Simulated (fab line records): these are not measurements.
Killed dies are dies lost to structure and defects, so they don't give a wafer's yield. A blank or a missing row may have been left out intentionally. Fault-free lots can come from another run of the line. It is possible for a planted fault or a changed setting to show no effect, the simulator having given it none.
fab line records / flow berkeleyCmos170 / part 2 of 2: steps 24 to 33 of 33
record: lots: 5 wafers: 15 lastDay: 12
route steps=331 shown NSD@198 BACKSIDE@199 SDANNEAL@204 PSD@206 PLDD@208 NLDD@209 SILICIDE@210 CONTACT@216
lots untouched by any fault: they come from a run of this same line in which no faults occurred
startH: hours from the record's opening day to when the first of the lot's shown wafers began / waitH: hours from the lot's prior step to this one / " repeats the value in the row above / L1.1+2: a row that stands for several wafers / - no value present, or no start provided / * or withheld: withheld / < > ~ a bound
route shown NAME@n: a module of which the file shows steps, and the number in the route of the first / usual: mean and standard deviation over wafers with no fault / same: alike in all rows / chamber/n: place in a boat / sites: the reading at each site / _std_site: the standard deviation of these / _edge_site: mean of outer sites minus mean of inner sites / radiusMm: how far each site lies from the wafer's centre / mask NAME#n: copy n / behind: the last tool/chamber to shape the wafer / hold: why the lot went on hold/how many hours it stayed there/how the hold came to an end / device: the n, p or np transistor that did not switch / end of line: the same wafers' tests at the end of the route / for a step that has no rows: nothing shown but its recipe / killed: dies that structure and defects cost at the first sort, which is not the same as the wafer's yield / map: a wafer's dies, marking killed ones x, the rest . and places with no die _
set.NAME: setting as actually run; set.NAME@STEP: the setting as run at that earlier step / model.NAME: the simulator's own value behind a step, which no gauge read
certain route steps with their lots: each step a table, each wafer a row
services: the hour from which a tool's chamber was out of use, counted from the record's first day as startH (under 0 if before that day), plus the number of hours and why
== steps ==
step: UCB170_CONTACT_SOFTBAKE_05
recipe: resist: KrF tempC: 130 timeS: 57.03
usual: exhaustPa: 44.8/0.85
lot.wafer=L074.1 tool=lithoTrack-04 chamber=0 startH=183.49 waitH=0.1 exhaustPa=45.1
lot.wafer=L074.2 tool=lithoTrack-04 chamber=0 startH=183.49 waitH=0.1 exhaustPa=43.9
lot.wafer=L074.3 tool=lithoTrack-04 chamber=0 startH=183.49 waitH=0.1 exhaustPa=44.0
lot.wafer=L087.2 tool=lithoTrack-04 chamber=0 startH=225.84 waitH=0.1 exhaustPa=46.1
lot.wafer=L087.4 tool=lithoTrack-04 chamber=0 startH=225.84 waitH=0.1 exhaustPa=46.2
lot.wafer=L087.5 tool=lithoTrack-04 chamber=0 startH=225.84 waitH=0.1 exhaustPa=46.1
lot.wafer=L094.2 tool=lithoTrack-03 chamber=0 startH=255.13 waitH=0.1 exhaustPa=44.5
lot.wafer=L094.4 tool=lithoTrack-03 chamber=0 startH=255.13 waitH=0.1 exhaustPa=45.2
lot.wafer=L094.6 tool=lithoTrack-03 chamber=0 startH=255.13 waitH=0.1 exhaustPa=43.7
lot.wafer=L093.1 tool=lithoTrack-03 chamber=0 startH=257.01 waitH=0.1 exhaustPa=44.2
lot.wafer=L093.2 tool=lithoTrack-03 chamber=0 startH=257.01 waitH=0.1 exhaustPa=44.9
lot.wafer=L093.4 tool=lithoTrack-03 chamber=0 startH=257.01 waitH=0.1 exhaustPa=44.6
lot.wafer=L097.1 tool=lithoTrack-04 chamber=0 startH=272.36 waitH=0.1 exhaustPa=45.2
lot.wafer=L097.4 tool=lithoTrack-04 chamber=0 startH=272.36 waitH=0.1 exhaustPa=45.9
lot.wafer=L097.6 tool=lithoTrack-04 chamber=0 startH=272.36 waitH=0.1 exhaustPa=46.1
step: UCB170_CONTACT_STRIP_06
recipe: chemistry: O2 powerW: 400 pressureMtorr: 3500 platenTempC: withheld o2FlowSccm: 400 overashFraction: 0.5
usual: drypumpMotorCurrentA: 5.8/0.44 oesProductAu: 0.734/0.0043 stripTimeToEndpointS: 21.93/0.059
lot.wafer=L074.1 tool=plasmaAsher-04 chamber=0 startH=183.64 waitH=0.1 drypumpMotorCurrentA=5.5 oesProductAu=0.730 rfHoursCounterH=47 stripTimeToEndpointS=21.88
lot.wafer=L074.2 tool=plasmaAsher-04 chamber=1 startH=183.64 waitH=0.1 drypumpMotorCurrentA=5.5 oesProductAu=0.732 rfHoursCounterH=47 stripTimeToEndpointS=21.88
lot.wafer=L074.3 tool=plasmaAsher-04 chamber=0 startH=183.64 waitH=0.1 drypumpMotorCurrentA=5.6 oesProductAu=0.727 rfHoursCounterH=- stripTimeToEndpointS=21.85
lot.wafer=L087.2 tool=plasmaAsher-03 chamber=1 startH=225.96 waitH=0.1 drypumpMotorCurrentA=6.4 oesProductAu=0.731 rfHoursCounterH=46 stripTimeToEndpointS=21.89
lot.wafer=L087.4 tool=plasmaAsher-03 chamber=0 startH=225.96 waitH=0.1 drypumpMotorCurrentA=5.2 oesProductAu=0.726 rfHoursCounterH=- stripTimeToEndpointS=21.85
lot.wafer=L087.5 tool=plasmaAsher-03 chamber=1 startH=225.96 waitH=0.1 drypumpMotorCurrentA=6.4 oesProductAu=0.736 rfHoursCounterH=- stripTimeToEndpointS=21.84
lot.wafer=L094.2 tool=plasmaAsher-03 chamber=1 startH=255.26 waitH=0.1 drypumpMotorCurrentA=6.4 oesProductAu=0.737 rfHoursCounterH=49 stripTimeToEndpointS=21.94
lot.wafer=L094.4 tool=plasmaAsher-03 chamber=1 startH=255.26 waitH=0.1 drypumpMotorCurrentA=6.4 oesProductAu=0.736 rfHoursCounterH=- stripTimeToEndpointS=21.96
lot.wafer=L094.6 tool=plasmaAsher-03 chamber=1 startH=255.26 waitH=0.1 drypumpMotorCurrentA=6.4 oesProductAu=0.736 rfHoursCounterH=- stripTimeToEndpointS=21.92
lot.wafer=L093.1 tool=plasmaAsher-03 chamber=0 startH=257.17 waitH=0.1 drypumpMotorCurrentA=5.2 oesProductAu=0.737 rfHoursCounterH=49 stripTimeToEndpointS=21.96
lot.wafer=L093.2 tool=plasmaAsher-03 chamber=1 startH=257.17 waitH=0.1 drypumpMotorCurrentA=6.4 oesProductAu=0.738 rfHoursCounterH=49 stripTimeToEndpointS=22.00
lot.wafer=L093.4 tool=plasmaAsher-03 chamber=1 startH=257.17 waitH=0.1 drypumpMotorCurrentA=6.4 oesProductAu=0.738 rfHoursCounterH=- stripTimeToEndpointS=21.96
lot.wafer=L097.1 tool=plasmaAsher-03 chamber=1 startH=272.51 waitH=0.1 drypumpMotorCurrentA=6.4 oesProductAu=0.736 rfHoursCounterH=51 stripTimeToEndpointS=21.91
lot.wafer=L097.4 tool=plasmaAsher-03 chamber=1 startH=272.51 waitH=0.1 drypumpMotorCurrentA=6.4 oesProductAu=0.739 rfHoursCounterH=- stripTimeToEndpointS=21.91
lot.wafer=L097.6 tool=plasmaAsher-03 chamber=0 startH=272.51 waitH=0.1 drypumpMotorCurrentA=5.2 oesProductAu=0.736 rfHoursCounterH=- stripTimeToEndpointS=21.92
step: UCB170_CONTACT_CLEAN_07
recipe: chemistry: SPM tempC: 120 timeS: 600
usual: bathHeatDutyPct: 13.7/1.3 tempC: 119.99/0.13
lot.wafer=L074.1 tool=wetBench-04 chamber=3 startH=183.75 waitH=0.1 bathHeatDutyPct=14.6 tempC=119.85
lot.wafer=L074.2 tool=wetBench-04 chamber=3 startH=183.75 waitH=0.1 bathHeatDutyPct=14.5 tempC=119.75
lot.wafer=L074.3 tool=wetBench-04 chamber=3 startH=183.75 waitH=0.1 bathHeatDutyPct=14.8 tempC=119.77
lot.wafer=L087.2 tool=wetBench-02 chamber=3 startH=226.06 waitH=0.1 bathHeatDutyPct=13.0 tempC=119.83
lot.wafer=L087.4 tool=wetBench-02 chamber=3 startH=226.06 waitH=0.1 bathHeatDutyPct=13.6 tempC=119.95
lot.wafer=L087.5 tool=wetBench-02 chamber=3 startH=226.06 waitH=0.1 bathHeatDutyPct=12.9 tempC=119.82
lot.wafer=L094.2 tool=wetBench-03 chamber=0 startH=255.36 waitH=0.1 bathHeatDutyPct=15.2 tempC=119.94
lot.wafer=L094.4 tool=wetBench-03 chamber=0 startH=255.36 waitH=0.1 bathHeatDutyPct=15.1 tempC=120.04
lot.wafer=L094.6 tool=wetBench-03 chamber=0 startH=255.36 waitH=0.1 bathHeatDutyPct=15.8 tempC=119.92
lot.wafer=L093.1 tool=wetBench-04 chamber=0 startH=257.36 waitH=0.2 bathHeatDutyPct=15.3 tempC=119.92
lot.wafer=L093.2 tool=wetBench-04 chamber=0 startH=257.36 waitH=0.2 bathHeatDutyPct=13.5 tempC=120.12
lot.wafer=L093.4 tool=wetBench-04 chamber=0 startH=257.36 waitH=0.2 bathHeatDutyPct=14.1 tempC=120.06
lot.wafer=L097.1 tool=wetBench-04 chamber=2 startH=272.61 waitH=0.1 bathHeatDutyPct=16.0 tempC=119.83
lot.wafer=L097.4 tool=wetBench-04 chamber=2 startH=272.61 waitH=0.1 bathHeatDutyPct=13.3 tempC=120.10
lot.wafer=L097.6 tool=wetBench-04 chamber=2 startH=272.61 waitH=0.1 bathHeatDutyPct=14.5 tempC=119.82
step: UCB170_CONTACT_RTA_08
recipe: tempC: 900 timeS: 10 ambient: N2
usual: chamberO2Ppm: 1.999/0.021 lampPowerPct: 22.2/0.74 wafer_temp_C_max: 905.5/0.94
lot.wafer=L074.1 tool=rtpAnneal-02 chamber=0 startH=183.93 waitH=0.0 chamberO2Ppm=2.018 lampPowerPct=21.6 wafer_temp_C_max=906.0
lot.wafer=L074.2 tool=rtpAnneal-02 chamber=0 startH=183.93 waitH=0.0 chamberO2Ppm=2.021 lampPowerPct=21.6 wafer_temp_C_max=906.5
lot.wafer=L074.3 tool=rtpAnneal-02 chamber=0 startH=183.93 waitH=0.0 chamberO2Ppm=2.044 lampPowerPct=21.6 wafer_temp_C_max=905.6
lot.wafer=L087.2 tool=rtpAnneal-02 chamber=0 startH=226.49 waitH=0.1 chamberO2Ppm=1.997 lampPowerPct=21.6 wafer_temp_C_max=905.0
lot.wafer=L087.4 tool=rtpAnneal-02 chamber=0 startH=226.49 waitH=0.1 chamberO2Ppm=1.991 lampPowerPct=21.6 wafer_temp_C_max=905.7
lot.wafer=L087.5 tool=rtpAnneal-02 chamber=0 startH=226.49 waitH=0.1 chamberO2Ppm=2.003 lampPowerPct=21.6 wafer_temp_C_max=907.9
lot.wafer=L094.2 tool=rtpAnneal-02 chamber=0 startH=255.56 waitH=0.0 chamberO2Ppm=2.014 lampPowerPct=21.6 wafer_temp_C_max=905.3
lot.wafer=L094.4 tool=rtpAnneal-02 chamber=0 startH=255.56 waitH=0.0 chamberO2Ppm=2.034 lampPowerPct=21.6 wafer_temp_C_max=906.1
lot.wafer=L094.6 tool=rtpAnneal-02 chamber=0 startH=255.56 waitH=0.0 chamberO2Ppm=2.041 lampPowerPct=21.6 wafer_temp_C_max=904.3
lot.wafer=L093.1 tool=rtpAnneal-01 chamber=0 startH=257.55 waitH=0.0 chamberO2Ppm=2.005 lampPowerPct=23.2 wafer_temp_C_max=906.8
lot.wafer=L093.2 tool=rtpAnneal-01 chamber=0 startH=257.55 waitH=0.0 chamberO2Ppm=1.986 lampPowerPct=23.2 wafer_temp_C_max=905.1
lot.wafer=L093.4 tool=rtpAnneal-01 chamber=0 startH=257.55 waitH=0.0 chamberO2Ppm=1.955 lampPowerPct=23.2 wafer_temp_C_max=906.3
lot.wafer=L097.1 tool=rtpAnneal-01 chamber=0 startH=272.78 waitH=0.0 chamberO2Ppm=1.946 lampPowerPct=23.1 wafer_temp_C_max=904.7
lot.wafer=L097.4 tool=rtpAnneal-01 chamber=0 startH=272.78 waitH=0.0 chamberO2Ppm=1.991 lampPowerPct=23.1 wafer_temp_C_max=905.7
lot.wafer=L097.6 tool=rtpAnneal-01 chamber=0 startH=272.78 waitH=0.0 chamberO2Ppm=2.000 lampPowerPct=23.2 wafer_temp_C_max=904.2
step: UCB170_CONTACT_COAT_09
recipe: resist: BARC tempC: withheld timeS: withheld spinRpm: 3000 resistThkNm: withheld
usual: exhaustPa: 45.1/0.87
lot.wafer=L074.1 tool=lithoTrack-03 chamber=0 startH=184.38 waitH=0.4 exhaustPa=44.6
lot.wafer=L074.2 tool=lithoTrack-03 chamber=0 startH=184.38 waitH=0.4 exhaustPa=44.2
lot.wafer=L074.3 tool=lithoTrack-03 chamber=0 startH=184.38 waitH=0.4 exhaustPa=43.9
lot.wafer=L087.2 tool=lithoTrack-03 chamber=0 startH=226.89 waitH=0.4 exhaustPa=44.4
lot.wafer=L087.4 tool=lithoTrack-03 chamber=0 startH=226.89 waitH=0.4 exhaustPa=44.1
lot.wafer=L087.5 tool=lithoTrack-03 chamber=0 startH=226.89 waitH=0.4 exhaustPa=45.8
lot.wafer=L094.2 tool=lithoTrack-03 chamber=0 startH=256.01 waitH=0.4 exhaustPa=45.7
lot.wafer=L094.4 tool=lithoTrack-03 chamber=0 startH=256.01 waitH=0.4 exhaustPa=44.9
lot.wafer=L094.6 tool=lithoTrack-03 chamber=0 startH=256.01 waitH=0.4 exhaustPa=46.7
lot.wafer=L093.1 tool=lithoTrack-04 chamber=0 startH=257.88 waitH=0.3 exhaustPa=44.1
lot.wafer=L093.2 tool=lithoTrack-04 chamber=0 startH=257.88 waitH=0.3 exhaustPa=45.2
lot.wafer=L093.4 tool=lithoTrack-04 chamber=0 startH=257.88 waitH=0.3 exhaustPa=45.2
lot.wafer=L097.1 tool=lithoTrack-03 chamber=0 startH=272.86 waitH=0.1 exhaustPa=45.5
lot.wafer=L097.4 tool=lithoTrack-03 chamber=0 startH=272.86 waitH=0.1 exhaustPa=44.2
lot.wafer=L097.6 tool=lithoTrack-03 chamber=0 startH=272.86 waitH=0.1 exhaustPa=46.2
step: UCB170_CONTACT_COAT_10
recipe: resist: KrF spinRpm: 1500 resistThkNm: 900
usual: exhaustPa: 44.9/0.87
lot.wafer=L074.1 tool=lithoTrack-03 chamber=0 startH=- waitH=- exhaustPa=46.4
lot.wafer=L074.2 tool=lithoTrack-03 chamber=0 startH=- waitH=- exhaustPa=45.4
lot.wafer=L074.3 tool=lithoTrack-03 chamber=0 startH=- waitH=- exhaustPa=44.7
lot.wafer=L087.2 tool=lithoTrack-03 chamber=0 startH=- waitH=- exhaustPa=43.5
lot.wafer=L087.4 tool=lithoTrack-03 chamber=0 startH=- waitH=- exhaustPa=42.2
lot.wafer=L087.5 tool=lithoTrack-03 chamber=0 startH=- waitH=- exhaustPa=44.6
lot.wafer=L094.2 tool=lithoTrack-03 chamber=0 startH=- waitH=- exhaustPa=44.1
lot.wafer=L094.4 tool=lithoTrack-03 chamber=0 startH=- waitH=- exhaustPa=45.1
lot.wafer=L094.6 tool=lithoTrack-03 chamber=0 startH=- waitH=- exhaustPa=44.7
lot.wafer=L093.1 tool=lithoTrack-04 chamber=0 startH=- waitH=- exhaustPa=45.9
lot.wafer=L093.2 tool=lithoTrack-04 chamber=0 startH=- waitH=- exhaustPa=45.5
lot.wafer=L093.4 tool=lithoTrack-04 chamber=0 startH=- waitH=- exhaustPa=46.3
lot.wafer=L097.1 tool=lithoTrack-03 chamber=0 startH=- waitH=- exhaustPa=44.4
lot.wafer=L097.4 tool=lithoTrack-03 chamber=0 startH=- waitH=- exhaustPa=44.3
lot.wafer=L097.6 tool=lithoTrack-03 chamber=0 startH=- waitH=- exhaustPa=44.9
step: UCB170_CONTACT_SOFTBAKE_11
recipe: resist: KrF tempC: 130 timeS: 60
usual: exhaustPa: 44.9/0.9
lot.wafer=L074.1 tool=lithoTrack-03 chamber=0 startH=- waitH=- exhaustPa=45.4
lot.wafer=L074.2 tool=lithoTrack-03 chamber=0 startH=- waitH=- exhaustPa=45.2
lot.wafer=L074.3 tool=lithoTrack-03 chamber=0 startH=- waitH=- exhaustPa=45.9
lot.wafer=L087.2 tool=lithoTrack-03 chamber=0 startH=- waitH=- exhaustPa=44.9
lot.wafer=L087.4 tool=lithoTrack-03 chamber=0 startH=- waitH=- exhaustPa=44.8
lot.wafer=L087.5 tool=lithoTrack-03 chamber=0 startH=- waitH=- exhaustPa=45.8
lot.wafer=L094.2 tool=lithoTrack-03 chamber=0 startH=- waitH=- exhaustPa=44.2
lot.wafer=L094.4 tool=lithoTrack-03 chamber=0 startH=- waitH=- exhaustPa=44.2
lot.wafer=L094.6 tool=lithoTrack-03 chamber=0 startH=- waitH=- exhaustPa=45.1
lot.wafer=L093.1 tool=lithoTrack-04 chamber=0 startH=- waitH=- exhaustPa=44.6
lot.wafer=L093.2 tool=lithoTrack-04 chamber=0 startH=- waitH=- exhaustPa=45.3
lot.wafer=L093.4 tool=lithoTrack-04 chamber=0 startH=- waitH=- exhaustPa=42.9
lot.wafer=L097.1 tool=lithoTrack-03 chamber=0 startH=- waitH=- exhaustPa=44.9
lot.wafer=L097.4 tool=lithoTrack-03 chamber=0 startH=- waitH=- exhaustPa=45.0
lot.wafer=L097.6 tool=lithoTrack-03 chamber=0 startH=- waitH=- exhaustPa=46.1
step: UCB170_CONTACT_EXPOSE_12
recipe: maskId: CONT targetCdNm: 700 na: 0.5 sigmaOuter: 0.6 sourceShape: conventional doseMj: 35
usual: reticleTempC: 23.00/0.11
lot.wafer=L074.1 tool=krfScanner-02 chamber=0 startH=184.83 waitH=- mask=CONT#0 reticleTempC=22.88
lot.wafer=L074.2 tool=krfScanner-02 chamber=0 startH=184.83 waitH=- mask=CONT#0 reticleTempC=23.04
lot.wafer=L074.3 tool=krfScanner-02 chamber=0 startH=184.83 waitH=- mask=CONT#0 reticleTempC=22.83
lot.wafer=L087.2 tool=krfScanner-01 chamber=0 startH=227.36 waitH=- mask=CONT#0 reticleTempC=23.07
lot.wafer=L087.4 tool=krfScanner-01 chamber=0 startH=227.36 waitH=- mask=CONT#0 reticleTempC=22.96
lot.wafer=L087.5 tool=krfScanner-01 chamber=0 startH=227.36 waitH=- mask=CONT#0 reticleTempC=23.09
lot.wafer=L094.2 tool=krfScanner-01 chamber=0 startH=256.77 waitH=- mask=CONT#0 reticleTempC=23.04
lot.wafer=L094.4 tool=krfScanner-01 chamber=0 startH=256.77 waitH=- mask=CONT#0 reticleTempC=23.02
lot.wafer=L094.6 tool=krfScanner-01 chamber=0 startH=256.77 waitH=- mask=CONT#0 reticleTempC=23.10
lot.wafer=L093.1 tool=krfScanner-01 chamber=0 startH=258.33 waitH=- mask=CONT#0 reticleTempC=23.02
lot.wafer=L093.2 tool=krfScanner-01 chamber=0 startH=258.33 waitH=- mask=CONT#0 reticleTempC=23.17
lot.wafer=L093.4 tool=krfScanner-01 chamber=0 startH=258.33 waitH=- mask=CONT#0 reticleTempC=23.17
lot.wafer=L097.1 tool=krfScanner-02 chamber=0 startH=273.44 waitH=- mask=CONT#0 reticleTempC=23.05
lot.wafer=L097.4 tool=krfScanner-02 chamber=0 startH=273.44 waitH=- mask=CONT#0 reticleTempC=22.90
lot.wafer=L097.6 tool=krfScanner-02 chamber=0 startH=273.44 waitH=- mask=CONT#0 reticleTempC=22.95
step: UCB170_CONTACT_PEB_13
recipe: pebTempC: 130 pebTimeS: withheld resist: KrF
usual: exhaustPa: 45.2/0.94
lot.wafer=L074.1 tool=lithoTrack-01 chamber=0 startH=185.44 waitH=0.6 exhaustPa=43.6
lot.wafer=L074.2 tool=lithoTrack-01 chamber=0 startH=185.44 waitH=0.6 exhaustPa=45.5
lot.wafer=L074.3 tool=lithoTrack-01 chamber=0 startH=185.44 waitH=0.6 exhaustPa=45.5
lot.wafer=L087.2 tool=lithoTrack-04 chamber=0 startH=227.68 waitH=0.3 exhaustPa=44.4
lot.wafer=L087.4 tool=lithoTrack-04 chamber=0 startH=227.68 waitH=0.3 exhaustPa=45.9
lot.wafer=L087.5 tool=lithoTrack-04 chamber=0 startH=227.68 waitH=0.3 exhaustPa=46.1
lot.wafer=L094.2 tool=lithoTrack-03 chamber=0 startH=257.18 waitH=0.4 exhaustPa=44.5
lot.wafer=L094.4 tool=lithoTrack-03 chamber=0 startH=257.18 waitH=0.4 exhaustPa=44.0
lot.wafer=L094.6 tool=lithoTrack-03 chamber=0 startH=257.18 waitH=0.4 exhaustPa=44.9
lot.wafer=L093.1 tool=lithoTrack-04 chamber=0 startH=258.60 waitH=0.3 exhaustPa=45.4
lot.wafer=L093.2 tool=lithoTrack-04 chamber=0 startH=258.60 waitH=0.3 exhaustPa=46.4
lot.wafer=L093.4 tool=lithoTrack-04 chamber=0 startH=258.60 waitH=0.3 exhaustPa=45.7
lot.wafer=L097.1 tool=lithoTrack-01 chamber=0 startH=274.06 waitH=0.6 exhaustPa=46.7
lot.wafer=L097.4 tool=lithoTrack-01 chamber=0 startH=274.06 waitH=0.6 exhaustPa=45.9
lot.wafer=L097.6 tool=lithoTrack-01 chamber=0 startH=274.06 waitH=0.6 exhaustPa=46.5
step: UCB170_CONTACT_DEVELOP_14
recipe: developer: TMAH developTimeS: 45 resist: KrF devTempC: 21
usual: exhaustPa: 45.0/0.81
lot.wafer=L074.1 tool=lithoTrack-01 chamber=0 startH=- waitH=- exhaustPa=46.2
lot.wafer=L074.2 tool=lithoTrack-01 chamber=0 startH=- waitH=- exhaustPa=46.1
lot.wafer=L074.3 tool=lithoTrack-01 chamber=0 startH=- waitH=- exhaustPa=43.7
lot.wafer=L087.2 tool=lithoTrack-04 chamber=0 startH=- waitH=- exhaustPa=45.0
lot.wafer=L087.4 tool=lithoTrack-04 chamber=0 startH=- waitH=- exhaustPa=45.5
lot.wafer=L087.5 tool=lithoTrack-04 chamber=0 startH=- waitH=- exhaustPa=44.5
lot.wafer=L094.2 tool=lithoTrack-03 chamber=0 startH=- waitH=- exhaustPa=45.5
lot.wafer=L094.4 tool=lithoTrack-03 chamber=0 startH=- waitH=- exhaustPa=45.2
lot.wafer=L094.6 tool=lithoTrack-03 chamber=0 startH=- waitH=- exhaustPa=44.6
lot.wafer=L093.1 tool=lithoTrack-04 chamber=0 startH=- waitH=- exhaustPa=44.8
lot.wafer=L093.2 tool=lithoTrack-04 chamber=0 startH=- waitH=- exhaustPa=45.9
lot.wafer=L093.4 tool=lithoTrack-04 chamber=0 startH=- waitH=- exhaustPa=45.1
lot.wafer=L097.1 tool=lithoTrack-01 chamber=0 startH=- waitH=- exhaustPa=45.8
lot.wafer=L097.4 tool=lithoTrack-01 chamber=0 startH=- waitH=- exhaustPa=45.7
lot.wafer=L097.6 tool=lithoTrack-01 chamber=0 startH=- waitH=- exhaustPa=45.4
== services ==
tool=krfScanner-01 chamber=- startH=157.00 hours=1.0 kind=pm
tool=krfScanner-02 chamber=- startH=163.36 hours=2.2 kind=repair
tool=plasmaAsher-03 chamber=- startH=164.46 hours=28.1 kind=pm
tool=krfScanner-02 chamber=- startH=194.39 hours=0.5 kind=repair
tool=krfScanner-01 chamber=- startH=197.38 hours=0.8 kind=pm
tool=plasmaAsher-03 chamber=- startH=206.47 hours=0.7 kind=repair
tool=plasmaAsher-04 chamber=- startH=216.57 hours=15.6 kind=pm
tool=rtpAnneal-01 chamber=- startH=218.31 hours=8.7 kind=pm
tool=krfScanner-02 chamber=- startH=220.78 hours=1.3 kind=pm
tool=plasmaAsher-01 chamber=- startH=229.83 hours=2.7 kind=repair
tool=pvdSputter-03 chamber=- startH=256.59 hours=6.5 kind=repair
tool=plasmaAsher-01 chamber=- startH=257.41 hours=1.2 kind=repair
tool=krfScanner-02 chamber=- startH=259.24 hours=1.0 kind=pm
